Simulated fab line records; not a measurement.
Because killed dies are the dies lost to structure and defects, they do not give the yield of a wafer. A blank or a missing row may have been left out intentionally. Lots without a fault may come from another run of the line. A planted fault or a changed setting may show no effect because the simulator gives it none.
Split-lot trial | flow berkeley cmos170 | 23 wafers read from 5 lots, route of 331 steps

== ABOUT THE SPLIT ==
At UCB170_NVT_COAT_01 (resist thk 900 nm), the setting spin rpm was moved away from the recipe's 1500 rpm on 5 of the 23 wafers read, by -5.7% to +7.4%. All remaining wafers had this setting at the recipe value.

Reading taken at the split's own step.

== THE READING ==
KrF_of_NVT_COAT_01.thk nm (the simulator's own value, which no gauge read), in nm, at UCB170_NVT_COAT_01 (resist thk 900 nm). The file gives no usual value for it. The 18 wafers here that ran the recipe average 899.4 nm, standard deviation 2 nm.

wafer  | tool, chamber at the split | spin rpm as run, rpm | against the recipe | KrF_of_NVT_COAT_01.thk nm, nm | against lot-mates on the recipe
L074.1 | litho track-01, 0          | 1414                 | -5.7%              | 925.3                         | +28.4
L074.2 | litho track-01, 0          | 1414                 | -5.7%              | 926.8                         | +29.9
L074.3 | litho track-01, 0          | 1500                 | recipe             | 895.1                         | -
L074.4 | litho track-01, 0          | 1500                 | recipe             | 899.8                         | -
L074.5 | litho track-01, 0          | 1500                 | recipe             | 895.8                         | -
L076.1 | litho track-02, 0          | 1500                 | recipe             | 899.1                         | -
L076.3 | litho track-02, 0          | 1500                 | recipe             | 901                           | -
L076.4 | litho track-02, 0          | 1500                 | recipe             | 903.2                         | -
L076.5 | litho track-02, 0          | 1500                 | recipe             | 901.9                         | -
L076.6 | litho track-02, 0          | 1500                 | recipe             | 898.9                         | -
L077.1 | litho track-02, 0          | 1500                 | recipe             | 901.6                         | -
L077.2 | litho track-02, 0          | 1611                 | +7.4%              | 869.8                         | -31.9
L077.3 | litho track-02, 0          | 1611                 | +7.4%              | 870.1                         | -31.6
L077.4 | litho track-02, 0          | 1611                 | +7.4%              | 870.2                         | -31.5
L077.5 | litho track-02, 0          | 1500                 | recipe             | 901.8                         | -
L079.2 | litho track-02, 0          | 1500                 | recipe             | 898                           | -
L079.4 | litho track-02, 0          | 1500                 | recipe             | 899.7                         | -
L079.5 | litho track-02, 0          | 1500                 | recipe             | 897.8                         | -
L080.1 | litho track-01, 0          | 1500                 | recipe             | 898.5                         | -
L080.2 | litho track-01, 0          | 1500                 | recipe             | 900.2                         | -
L080.3 | litho track-01, 0          | 1500                 | recipe             | 899                           | -
L080.5 | litho track-01, 0          | 1500                 | recipe             | 898.2                         | -
L080.6 | litho track-01, 0          | 1500                 | recipe             | 899.4                         | -

FIT RESULTS
A straight line over all 23 wafers: KrF_of_NVT_COAT_01.thk nm changes by -4.18 nm for each +1% of spin rpm; r = -0.99; the points scatter about the line by 2.1 nm.
The same after taking each lot's own level away (the mean of its wafers on the recipe; 23 wafers): -4.53 nm for each +1%; r = -0.99; scatter 1.6 nm.
Per that fit: largest spin rpm move, reading shift of 34 nm.
The span of the lots' own levels, 896.90 to 901.70 nm, comes to 2.4 times the standard deviation stated above.
Hence the lot-to-lot level has little effect on the slope; both slopes agree.
Check: for one of the wafers moved furthest among these (+7.4%), held out of the fit, the line's prediction against its lot-mates is -33.4 nm. It came out at -31.9 nm against them.

== OTHER SPLITS ON THESE WAFERS ==
Before the reading, these wafers also passed through other splits. Each is held against what the fit with the lots' levels taken away leaves over:
other split on the same wafers       | wafers away from the commonest value | r with KrF_of_NVT_COAT_01.thk nm (lot level and that fit taken away)
UCB170_NWELL_IMPLANT_14 dose cm2     | 6                                    | +0.08
UCB170_PWELL_CVD_05 pressure mtorr   | 10                                   | +0.23
UCB170_ACTIVE_OXIDATION_02 ox time s | 15                                   | +0.27
UCB170_PFIELD_COAT_01 spin rpm       | 7                                    | +0.05
UCB170_PFIELD_DEVELOP_05 dev temp c  | 6                                    | +0.07
UCB170_SCREENOX_OXIDATION_01 temp c  | 18                                   | +0.07

== THE WHOLE CHAIN: every reading that the file lists as answering this split, in the file's order ==
step                | what it does      | reading                                                                    | change (the file's fit)              | r (the file's)
UCB170_NVT_COAT_01  | resist thk 900 nm | KrF_of_NVT_COAT_01.thk nm (the simulator's own value, which no gauge read) | -4.58 nm for each +1% of the setting | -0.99
UCB170_NVT_STRIP_08 | strips in O2      | strip time to endpoint s                                                   | withheld for each +1% of the setting | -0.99

== FILE'S OWN FIT ==
KrF_of_NVT_COAT_01.thk nm changes by -4.58 nm for each +1% of spin rpm, r = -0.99.
